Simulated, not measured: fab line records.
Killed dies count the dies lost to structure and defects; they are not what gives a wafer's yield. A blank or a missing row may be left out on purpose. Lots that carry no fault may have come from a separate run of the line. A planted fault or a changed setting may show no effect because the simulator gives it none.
fab line records / flow rit-cmos
record lots=14 wafers=42 last-day=7
route steps=202 shown NRETRO@61 M1@202
lots that met no fault: taken from a fault-free run of the same line
start-h: start of the lot's first displayed wafer, in hours after the record's first day / wait-h: hours since the lot's step before / " as in the row above / L1.1+2: one row covering several wafers at once / - no value present, or no start provided / * or withheld: withheld / < > ~ a bound
route shown NAME@n: a module of which the file shows steps, and the number in the route of the first / usual: mean/standard deviation of fault-free wafers / same: alike in all rows / chamber/n: place in a boat / sites: readings site by site / _std_site: how widely they spread, as a standard deviation / _edge_site: the outer-site mean with the inner-site mean subtracted / radius-mm: for every site, how far away it sits from the centre of the wafer / mask NAME#n: copy n / behind: tool/chamber where the wafer was last shaped / hold: reason for holding the lot/hours on hold/outcome of the hold / device: whichever transistor did not switch (one of n, p or np) / end of line: at the end of the route, the tests of the same wafers / a step given without rows: its recipe and nothing more / killed: at the first sort, the dies lost to defects and structure; wafer yield is something else / map: the dies of a wafer, with x for killed, . for not killed, _ for no die there
set.NAME: the setting as run; set.NAME@STEP: as run at that earlier step / model.NAME: the simulator's own value behind a step, which no gauge read
a sample of lots followed through the steps of the route, with each step as a table and each wafer as a row
services: the hour from which a tool's chamber was out of use, counted from the record's first day as start-h (under 0 if before that day), plus the number of hours and why
## steps
# step RIT_NRETRO_IMPLANT_08
# recipe species=P energy-kev=70 dose-cm2=1e+13 tilt-deg=7
# usual beam-energy-keV=70.005/0.024
lot.wafer=L497.3 tool=implanter-02 chamber=0 start-h=30.20 wait-h=0.2 beam-energy-keV=70.026
lot.wafer=L497.4 tool=implanter-02 chamber=0 start-h=30.20 wait-h=0.2 beam-energy-keV=70.011
lot.wafer=L497.5 tool=implanter-02 chamber=0 start-h=30.20 wait-h=0.2 beam-energy-keV=70.038
lot.wafer=L498.2 tool=implanter-04 chamber=0 start-h=35.39 wait-h=0.2 beam-energy-keV=69.996
lot.wafer=L498.3 tool=implanter-04 chamber=0 start-h=35.39 wait-h=0.2 beam-energy-keV=70.049
lot.wafer=L498.4 tool=implanter-04 chamber=0 start-h=35.39 wait-h=0.2 beam-energy-keV=70.006
lot.wafer=L500.1 tool=implanter-04 chamber=0 start-h=45.19 wait-h=0.2 beam-energy-keV=70.002
lot.wafer=L500.2 tool=implanter-04 chamber=0 start-h=45.19 wait-h=0.2 beam-energy-keV=69.999
lot.wafer=L500.5 tool=implanter-04 chamber=0 start-h=45.19 wait-h=0.2 beam-energy-keV=69.993
lot.wafer=L501.1 tool=implanter-03 chamber=0 start-h=49.39 wait-h=0.2 beam-energy-keV=70.006
lot.wafer=L501.3 tool=implanter-03 chamber=0 start-h=49.39 wait-h=0.2 beam-energy-keV=70.001
lot.wafer=L501.6 tool=implanter-03 chamber=0 start-h=49.39 wait-h=0.2 beam-energy-keV=70.017
lot.wafer=L502.1 tool=implanter-03 chamber=0 start-h=55.74 wait-h=0.2 beam-energy-keV=70.035
lot.wafer=L502.3 tool=implanter-03 chamber=0 start-h=55.74 wait-h=0.2 beam-energy-keV=70.001
lot.wafer=L502.6 tool=implanter-03 chamber=0 start-h=55.74 wait-h=0.2 beam-energy-keV=70.013
lot.wafer=L503.1 tool=implanter-03 chamber=0 start-h=59.87 wait-h=0.2 beam-energy-keV=70.008
lot.wafer=L503.3 tool=implanter-03 chamber=0 start-h=59.87 wait-h=0.2 beam-energy-keV=70.011
lot.wafer=L503.6 tool=implanter-03 chamber=0 start-h=59.87 wait-h=0.2 beam-energy-keV=69.994
lot.wafer=L508.1 tool=implanter-02 chamber=0 start-h=84.15 wait-h=0.2 beam-energy-keV=69.974
lot.wafer=L508.3 tool=implanter-02 chamber=0 start-h=84.15 wait-h=0.2 beam-energy-keV=70.005
lot.wafer=L508.4 tool=implanter-02 chamber=0 start-h=84.15 wait-h=0.2 beam-energy-keV=70.003
lot.wafer=L509.1 tool=implanter-02 chamber=0 start-h=89.47 wait-h=0.2 beam-energy-keV=75.260
lot.wafer=L509.3 tool=implanter-02 chamber=0 start-h=89.47 wait-h=0.2 beam-energy-keV=75.266
lot.wafer=L509.6 tool=implanter-02 chamber=0 start-h=89.47 wait-h=0.2 beam-energy-keV=75.249
lot.wafer=L510.3 tool=implanter-02 chamber=0 start-h=94.20 wait-h=0.2 beam-energy-keV=75.253
lot.wafer=L510.4 tool=implanter-02 chamber=0 start-h=94.20 wait-h=0.2 beam-energy-keV=75.282
lot.wafer=L510.5 tool=implanter-02 chamber=0 start-h=94.20 wait-h=0.2 beam-energy-keV=75.253
lot.wafer=L514.1 tool=implanter-04 chamber=0 start-h=115.10 wait-h=0.2 beam-energy-keV=70.007
lot.wafer=L514.2 tool=implanter-04 chamber=0 start-h=115.10 wait-h=0.2 beam-energy-keV=70.025
lot.wafer=L514.5 tool=implanter-04 chamber=0 start-h=115.10 wait-h=0.2 beam-energy-keV=70.021
lot.wafer=L515.1 tool=implanter-03 chamber=0 start-h=119.38 wait-h=0.2 beam-energy-keV=70.001
lot.wafer=L515.4 tool=implanter-03 chamber=0 start-h=119.38 wait-h=0.2 beam-energy-keV=69.980
lot.wafer=L515.6 tool=implanter-03 chamber=0 start-h=119.38 wait-h=0.2 beam-energy-keV=69.983
lot.wafer=L516.3 tool=implanter-04 chamber=0 start-h=125.96 wait-h=0.2 beam-energy-keV=69.968
lot.wafer=L516.4 tool=implanter-04 chamber=0 start-h=125.96 wait-h=0.2 beam-energy-keV=69.990
lot.wafer=L516.5 tool=implanter-04 chamber=0 start-h=125.96 wait-h=0.2 beam-energy-keV=69.943
lot.wafer=L517.4 tool=implanter-03 chamber=0 start-h=131.80 wait-h=0.2 beam-energy-keV=70.008
lot.wafer=L517.5 tool=implanter-03 chamber=0 start-h=131.80 wait-h=0.2 beam-energy-keV=69.984
lot.wafer=L517.6 tool=implanter-03 chamber=0 start-h=131.80 wait-h=0.2 beam-energy-keV=69.976
lot.wafer=L519.1 tool=implanter-04 chamber=0 start-h=139.12 wait-h=0.2 beam-energy-keV=70.044
lot.wafer=L519.4 tool=implanter-04 chamber=0 start-h=139.12 wait-h=0.2 beam-energy-keV=70.023
lot.wafer=L519.5 tool=implanter-04 chamber=0 start-h=139.12 wait-h=0.2 beam-energy-keV=70.053
# step RIT_M1_PROBE_99
# usual killed_at_M0_to_M3=0.0/0.14 killed-at-contacts=0.0/0.16 killed-at-front-end=7/3 killed-dies=7/3 killed-open=3.5/2 killed-short=3.6/2.1
# same gross-dies=264 killed_at_M4_up=0 killed-at-back-side=0 killed-at-other=0
lot.wafer=L508.1 tool=prober-02 chamber=- start-h=113.75 wait-h=0.1 killed_at_M0_to_M3=0 killed-at-contacts=0 killed-at-front-end=13 killed-dies=13 killed-open=4 killed-short=9
lot.wafer=L508.3 tool=prober-02 chamber=- start-h=113.85 wait-h=0.2 killed_at_M0_to_M3=0 killed-at-contacts=0 killed-at-front-end=4 killed-dies=4 killed-open=1 killed-short=3
lot.wafer=L508.4 tool=prober-02 chamber=- start-h=113.90 wait-h=0.2 killed_at_M0_to_M3=0 killed-at-contacts=0 killed-at-front-end=4 killed-dies=4 killed-open=1 killed-short=3
lot.wafer=L510.3 tool=prober-02 chamber=- start-h=126.15 wait-h=0.2 killed_at_M0_to_M3=0 killed-at-contacts=0 killed-at-front-end=11 killed-dies=11 killed-open=5 killed-short=6
lot.wafer=L510.4 tool=prober-02 chamber=- start-h=126.20 wait-h=0.2 killed_at_M0_to_M3=0 killed-at-contacts=0 killed-at-front-end=3 killed-dies=3 killed-open=1 killed-short=2
lot.wafer=L510.5 tool=prober-02 chamber=- start-h=126.25 wait-h=0.2 killed_at_M0_to_M3=0 killed-at-contacts=0 killed-at-front-end=10 killed-dies=10 killed-open=3 killed-short=7
lot.wafer=L514.1 tool=prober-02 chamber=- start-h=141.73 wait-h=0.1 killed_at_M0_to_M3=0 killed-at-contacts=0 killed-at-front-end=10 killed-dies=10 killed-open=5 killed-short=5
lot.wafer=L514.2 tool=prober-02 chamber=- start-h=141.78 wait-h=0.1 killed_at_M0_to_M3=0 killed-at-contacts=0 killed-at-front-end=6 killed-dies=6 killed-open=3 killed-short=3
lot.wafer=L514.5 tool=prober-02 chamber=- start-h=141.93 wait-h=0.2 killed_at_M0_to_M3=0 killed-at-contacts=0 killed-at-front-end=3 killed-dies=3 killed-open=2 killed-short=1
lot.wafer=L517.4 tool=prober-02 chamber=- start-h=161.58 wait-h=0.2 killed_at_M0_to_M3=0 killed-at-contacts=0 killed-at-front-end=14 killed-dies=14 killed-open=6 killed-short=8
lot.wafer=L517.5 tool=prober-02 chamber=- start-h=161.63 wait-h=0.2 killed_at_M0_to_M3=0 killed-at-contacts=0 killed-at-front-end=4 killed-dies=4 killed-open=2 killed-short=2
lot.wafer=L517.6 tool=prober-02 chamber=- start-h=161.68 wait-h=0.2 killed_at_M0_to_M3=0 killed-at-contacts=0 killed-at-front-end=11 killed-dies=11 killed-open=6 killed-short=5
# killed by level:class
L508.1 GATE:geometric-particle:short=4 GATE:geometric-particle:open=3 FOX1:geometric-particle:short=1 FOX2:geometric-particle:open=1 FOX2:geometric-particle:short=1 REOX:geometric-particle:short=1 SPACER:geometric-particle:short=1 SILICIDE:geometric-particle:short=1
L508.3 GATE:geometric-particle:short=2 REOX:geometric-particle:open=1 SPACER:geometric-particle:short=1
L508.4 REOX:geometric-particle:short=2 GATE:geometric-particle:short=1 GATE:geometric-particle:open=1
L510.3 GATE:geometric-particle:short=5 FOX1:geometric-particle:open=1 FOX2:geometric-particle:open=1 FOX2:geometric-particle:short=1 GATE:geometric-particle:open=1 REOX:geometric-particle:open=1 SILICIDE:geometric-particle:open=1
L510.4 GATE:geometric-particle:short=1 SILICIDE:geometric-particle:short=1 SILICIDE:geometric-particle:open=1
L510.5 GATE:geometric-particle:short=2 REOX:geometric-particle:short=2 ACTIVE:geometric-particle:short=1 FOX1:geometric-particle:short=1 FOX2:geometric-particle:open=1 GATE:geometric-particle:open=1 SPACER:geometric-particle:open=1 SPACER:geometric-particle:short=1
L514.1 SPACER:geometric-particle:open=3 FOX1:geometric-particle:short=2 GATE:geometric-particle:open=2 GATE:geometric-particle:short=1 REOX:geometric-particle:short=1 SPACER:geometric-particle:short=1
L514.2 GATE:geometric-particle:short=2 FOX1:geometric-particle:short=1 FOX2:geometric-particle:open=1 GATE:geometric-particle:open=1 SILICIDE:geometric-particle:open=1
L514.5 FOX1:geometric-particle:open=1 GATE:geometric-particle:open=1 SPACER:geometric-particle:short=1
L517.4 GATE:geometric-particle:short=4 SILICIDE:geometric-particle:open=3 FOX1:geometric-particle:open=2 FOX2:geometric-particle:short=2 FOX1:geometric-particle:short=1 GATE:geometric-particle:open=1 REOX:geometric-particle:short=1
L517.5 FOX1:geometric-particle:short=1 GATE:geometric-particle:short=1 GATE:geometric-particle:open=1 SILICIDE:geometric-particle:open=1
L517.6 SPACER:geometric-particle:short=4 FOX1:geometric-particle:open=2 GATE:geometric-particle:open=2 SPACER:geometric-particle:open=2 GATE:geometric-particle:short=1
## services
tool=implanter-04 chamber=- start-h=19.78 hours=6.1 kind=repair
tool=implanter-02 chamber=- start-h=22.08 hours=0.7 kind=repair
tool=implanter-02 chamber=- start-h=47.28 hours=2.8 kind=repair
tool=implanter-03 chamber=- start-h=125.97 hours=4.0 kind=repair
## key
first-sign step=RIT_NRETRO_IMPLANT_08 reading=beam-energy-keV direction=up sigmas=99+ usual=70.005 struck=75.260
effect none on later readings
met-at RIT_NRETRO_IMPLANT_08
struck-lots L509,L510
tester-left-out L509,L510
onset-between 84.15 89.47
fault kind=process-parameter-drift tool=implanter-02 chamber=- onset-h=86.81 steps=RIT_NRETRO_IMPLANT_08 channel=energy-kev offset=5.2802 shape=step end-h=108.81 acts-in=these-recipes-only stated=70
# tester-left-out: of these lots the tester's yield and bins aren't shown, on N5 and GAA mostly nor the transistor test; their killed dies are dies lost to structure and defects alone, not to doping, threshold or leakage, so they don't give the yield
